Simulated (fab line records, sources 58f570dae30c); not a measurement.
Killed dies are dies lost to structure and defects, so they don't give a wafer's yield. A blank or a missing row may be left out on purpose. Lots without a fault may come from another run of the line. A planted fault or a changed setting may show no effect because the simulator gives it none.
Which tool did it? | flow berkeley_cmos170 | 14 lots, 42 wafers sampled, at 4 steps of a route of 331

WHAT THE GAUGES READ, wafer by wafer
UCB170_V1_OVL_MEAS_13. Usual: V1_OVL -5 nm, standard deviation 4.9.
lot  | measured     | on         | V1_OVL (nm) | flag
L791 | day 8 14:45  | overlay-02 | 5 7 5       |
L792 | day 8 15:52  | overlay-02 | -9 -5 -8    |
L793 | day 8 22:48  | overlay-01 | -6 -9 -5    |
L796 | day 9 11:58  | overlay-01 | -14 -15 -11 |
L795 | day 9 13:19  | overlay-02 | 4 5 -3      |
L798 | day 10 12:00 | overlay-02 | -11 -11 -13 |
L802 | day 11 02:04 | overlay-01 | -9 -2 -5    |
L803 | day 11 06:00 | overlay-02 | -7 -1 -8    |
L800 | day 11 06:14 | overlay-02 | 4 -4 10     |
L805 | day 11 09:25 | overlay-01 | -2 -3 1     |
L806 | day 11 19:53 | overlay-02 | -10 -2 -3   |
L807 | day 11 20:47 | overlay-02 | -3 -4 -6    |
L808 | day 11 22:29 | overlay-01 | -8 -7 -7    |
L812 | day 12 22:29 | overlay-01 | -1 -3 -4    |

UCB170_M3_OVL_MEAS_16. Usual: M3_OVL 2 nm, standard deviation 5.2.
lot  | measured     | on         | M3_OVL (nm) | flag
L791 | day 8 22:14  | overlay-01 | 2 0 1       |
L792 | day 9 00:01  | overlay-01 | -1 -1 9     |
L793 | day 9 09:02  | overlay-02 | 1 -5 -2     |
L796 | day 9 20:08  | overlay-01 | -4 1 1      |
L795 | day 9 20:57  | overlay-01 | 6 6 3       |
L798 | day 10 20:31 | overlay-02 | 6 -1 4      |
L802 | day 11 11:57 | overlay-02 | -1 13 -2    |
L803 | day 11 15:42 | overlay-02 | -1 5 -4     |
L800 | day 11 19:02 | overlay-02 | -8 -5 2     |
L805 | day 11 17:27 | overlay-01 | 0 1 1       |
L806 | day 12 04:08 | overlay-02 | 1 -1 -6     |
L807 | day 12 05:22 | overlay-02 | 14 12 5     |
L808 | day 12 08:25 | overlay-02 | 5 13 8      |
L812 | day 13 06:50 | overlay-02 | 5 11 10     |

UCB170_M3_CD_MEAS_90: target cd 700 nm. Usual: cd_nm 700.8 nm, standard deviation 2.6.
lot  | measured     | on        | cd_nm (nm)        | flag
L791 | day 8 22:37  | cd_sem-02 | 703.5 700.1 698.3 |
L792 | day 9 00:25  | cd_sem-01 | 701.0 695.4 696.9 |
L793 | day 9 09:23  | cd_sem-02 | 699.9 696.1 698.2 |
L796 | day 9 20:31  | cd_sem-02 | 697.5 698.2 701.6 |
L795 | day 9 21:19  | cd_sem-02 | 706.1 703.4 705.9 |
L798 | day 10 20:52 | cd_sem-02 | 703.8 703.9 702.3 |
L802 | day 11 12:20 | cd_sem-02 | 700.0 697.9 698.4 |
L803 | day 11 16:05 | cd_sem-01 | 699.6 702.6 699.1 |
L800 | day 11 19:25 | cd_sem-02 | 698.0 697.2 700.6 |
L805 | day 11 17:50 | cd_sem-02 | 704.5 701.8 703.5 |
L806 | day 12 04:32 | cd_sem-02 | 702.0 700.3 702.0 |
L807 | day 12 05:54 | cd_sem-02 | 703.7 701.2 705.6 |
L808 | day 12 09:08 | cd_sem-02 | 700.2 699.6 699.5 |
L812 | day 13 07:12 | cd_sem-01 | 700.9 699.5 699.9 |

WHICH TOOL RAN EACH LOT (tool, then ch and the chambers of the sampled wafers, then the start)
lot  | UCB170_M3_STRIP_07
L791 | plasma_asher-01 ch 0,1, day 8 20:52
L792 | plasma_asher-03 ch 0,1, day 8 22:35
L793 | plasma_asher-01 ch 0,1, day 9 07:47
L796 | plasma_asher-01 ch 0, day 9 18:32
L795 | plasma_asher-03 ch 0,1, day 9 19:43
L798 | plasma_asher-03 ch 0,1, day 10 18:56
L802 | plasma_asher-01 ch 1, day 11 10:13
L803 | plasma_asher-03 ch 0,1, day 11 14:12
L800 | plasma_asher-02 ch 0,1, day 11 17:40
L805 | plasma_asher-03 ch 0,1, day 11 16:11
L806 | plasma_asher-01 ch 0,1, day 12 02:32
L807 | plasma_asher-02 ch 0,1, day 12 03:04
L808 | plasma_asher-01 ch 0,1, day 12 05:31
L812 | plasma_asher-02 ch 1, day 13 05:21
- UCB170_M3_STRIP_07: strips in O2.

WHAT THE TOOLS THEMSELVES READ (means of the sampled wafers that have a number; where no wafer has one, the mark that the record gives instead)
UCB170_M3_STRIP_07. Usual: chamber_pressure_mTorr 3500 mTorr, standard deviation 3.1; drypump_motor_current_A 5.3 A, standard deviation 0.38; oes_product_au 0.735 a.u., standard deviation 0.004; strip_time_to_endpoint_s 21.94 s, standard deviation 0.062.
lot  | tool            | chamber_pressure_mTorr (mTorr) | drypump_motor_current_A (A) | oes_product_au (a.u.) | strip_time_to_endpoint_s (s) | flag
L791 | plasma_asher-01 | 3503                           | 5.5                         | 0.734                 | 21.99                        |
L792 | plasma_asher-03 | 3497                           | 4.9                         | 0.734                 | 21.91                        |
L793 | plasma_asher-01 | 3498                           | 5.7                         | 0.734                 | 21.93                        |
L796 | plasma_asher-01 | 3498                           | 5.9                         | 0.729                 | 21.80                        |
L795 | plasma_asher-03 | 3497                           | 4.9                         | 0.737                 | 21.87                        |
L798 | plasma_asher-03 | 3501                           | 5.0                         | 0.736                 | 22.02                        |
L802 | plasma_asher-01 | 3500                           | 5.3                         | 0.732                 | 21.99                        |
L803 | plasma_asher-03 | 3501                           | 4.9                         | 0.737                 | 21.87                        |
L800 | plasma_asher-02 | 3499                           | 5.5                         | 0.736                 | 21.94                        |
L805 | plasma_asher-03 | 3501                           | 5.0                         | 0.734                 | 21.96                        |
L806 | plasma_asher-01 | -                              | -                           | -                     | -                            | OFF
L807 | plasma_asher-02 | -                              | -                           | -                     | -                            | OFF
L808 | plasma_asher-01 | 3499                           | 5.7                         | 0.734                 | 22.00                        |
L812 | plasma_asher-02 | 3499                           | 5.6                         | 0.741                 | 21.94                        |

THE ANSWER, worked out from the rows above alone
Rule: a lot is off if the mean of its wafers that have a number lies more than 3 standard deviations from the usual mean. A lot without any number at a reading at which 4 lots or more have one is off too. The other lots that the step has rows for count as sound. The gauges are gone through in route order, then the tools' own readings, and for those a lot's mean is taken as printed above. The first step at which some lot is off is used, and at that step the reading that is off furthest; a lot without a number counts as furthest.
Off: L806, L807, at UCB170_M3_STRIP_07 (chamber_pressure_mTorr). Without a number there: L806, L807.
A tool fits if, at that step or a process step before it, it ran every lot that is off, and no sound lot after the first of them. None of those tried fits.

WHAT THE SIMULATOR HAD PUT IN
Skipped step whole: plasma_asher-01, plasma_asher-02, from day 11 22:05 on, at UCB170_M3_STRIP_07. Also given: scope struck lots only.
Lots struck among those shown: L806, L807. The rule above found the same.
